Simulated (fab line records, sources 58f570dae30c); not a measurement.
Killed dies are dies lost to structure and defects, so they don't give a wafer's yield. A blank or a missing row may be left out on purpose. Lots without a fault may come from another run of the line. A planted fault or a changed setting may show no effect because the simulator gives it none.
One fault seen from 2 desks | flow berkeley_cmos170 | each desk has only its own numbers; what lay behind them comes last

THE TOOL OWNER'S DESK: implanter-01
The tool's own readings at UCB170_PLDD_IMPLANT_08: means of the sampled wafers that have a number, for each lot that ran on this tool. A lot is out of limits, marked OUT, if its mean lies more than 4 standard deviations from the usual mean; the brackets give that distance.
Columns: A = beam_on_s at UCB170_PLDD_IMPLANT_08, usual 10.03 s; B = dose_ions_cm2 at UCB170_PLDD_IMPLANT_08, usual 4.999e+13; C = faraday_current_uA at UCB170_PLDD_IMPLANT_08, usual 158
lot  | first seen here | A               | B                           | C
L834 | day 8 03:27     | 9.75            | 5.002e+13                   | 163
L837 | day 8 13:15     | 10.22           | 5.000e+13                   | 155
L839 | day 9 00:53     | 9.88            | 5.009e+13                   | 160
L842 | day 9 16:41     | 10.00           | 4.998e+13                   | 159
L846 | day 10 23:02    | 12.25 (+11) OUT | 7.101e+13 (+99 or more) OUT | 183 (+8.2) OUT
L847 | day 10 23:42    | 12.37 (+12) OUT | 7.095e+13 (+99 or more) OUT | 182 (+7.6) OUT
This desk's finding: out of limits on L846, L847; first on L846, day 10 23:02 (beam_on_s at UCB170_PLDD_IMPLANT_08). In limits: L834, L837, L839, L842.

THE METROLOGY DESK
What the gauges read, lot by lot, whatever tool the lot ran on: means of the sampled wafers that have a number. A lot is out of limits, marked OUT, if its mean lies more than 4 standard deviations from the usual mean; the brackets give that distance.
Columns: A = PLDD_TW at UCB170_PLDD_TW_MEAS_11, usual 1007; B = PLDD_RS at UCB170_SDANNEAL_RS_MEAS_04, usual 1033.0 ohm/sq
lot  | first seen here | A               | B
L832 | day 7 19:58     | 1015            | 1032.3
L830 | day 7 20:49     | 999             | 1032.0
L834 | day 8 03:51     | 992             | 1034.9
L833 | day 8 13:17     | 993             | 1031.3
L837 | day 8 13:39     | 1014            | 1032.4
L839 | day 9 01:14     | 1015            | 1030.3
L840 | day 9 01:32     | 1012            | 1030.9
L843 | day 9 16:58     | 1003            | 1034.6
L842 | day 9 17:05     | 1014            | 1033.4
L849 | day 10 23:23    | 997             | 1033.6
L846 | day 10 23:26    | 1078 (+7.2) OUT | 888.2 (-54) OUT
L847 | day 11 00:05    | 1057 (+5.1) OUT | 885.5 (-55) OUT
L852 | day 11 14:08    | 1014            | 1034.0
L850 | day 11 14:46    | 1013            | 1037.8
This desk's finding: out of limits on L846, L847; first on L846, day 10 23:26 (PLDD_TW at UCB170_PLDD_TW_MEAS_11). In limits: L832, L830, L834, L833, L837, L839, L840, L843, L842, L849, L852, L850.

PUT TOGETHER
The tool owner's desk could have raised an alarm at day 10 23:02, on L846, L847.
The metrology desk could have raised an alarm at day 10 23:26, on L846, L847.
Of the lots named, all ran UCB170_PLDD_IMPLANT_08 on implanter-01.

WHAT THE SIMULATOR HAD PUT IN
Process parameter drift: implanter-01, from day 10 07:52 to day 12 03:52, at UCB170_PLDD_IMPLANT_08. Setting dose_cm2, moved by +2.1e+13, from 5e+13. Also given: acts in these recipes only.
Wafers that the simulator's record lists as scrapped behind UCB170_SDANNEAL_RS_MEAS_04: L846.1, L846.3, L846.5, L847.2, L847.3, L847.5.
Lots struck among those shown: L846, L847.
Hours from the fault's start to each desk's first reading out of limits: the tool owner's desk, 15; the metrology desk, 16.
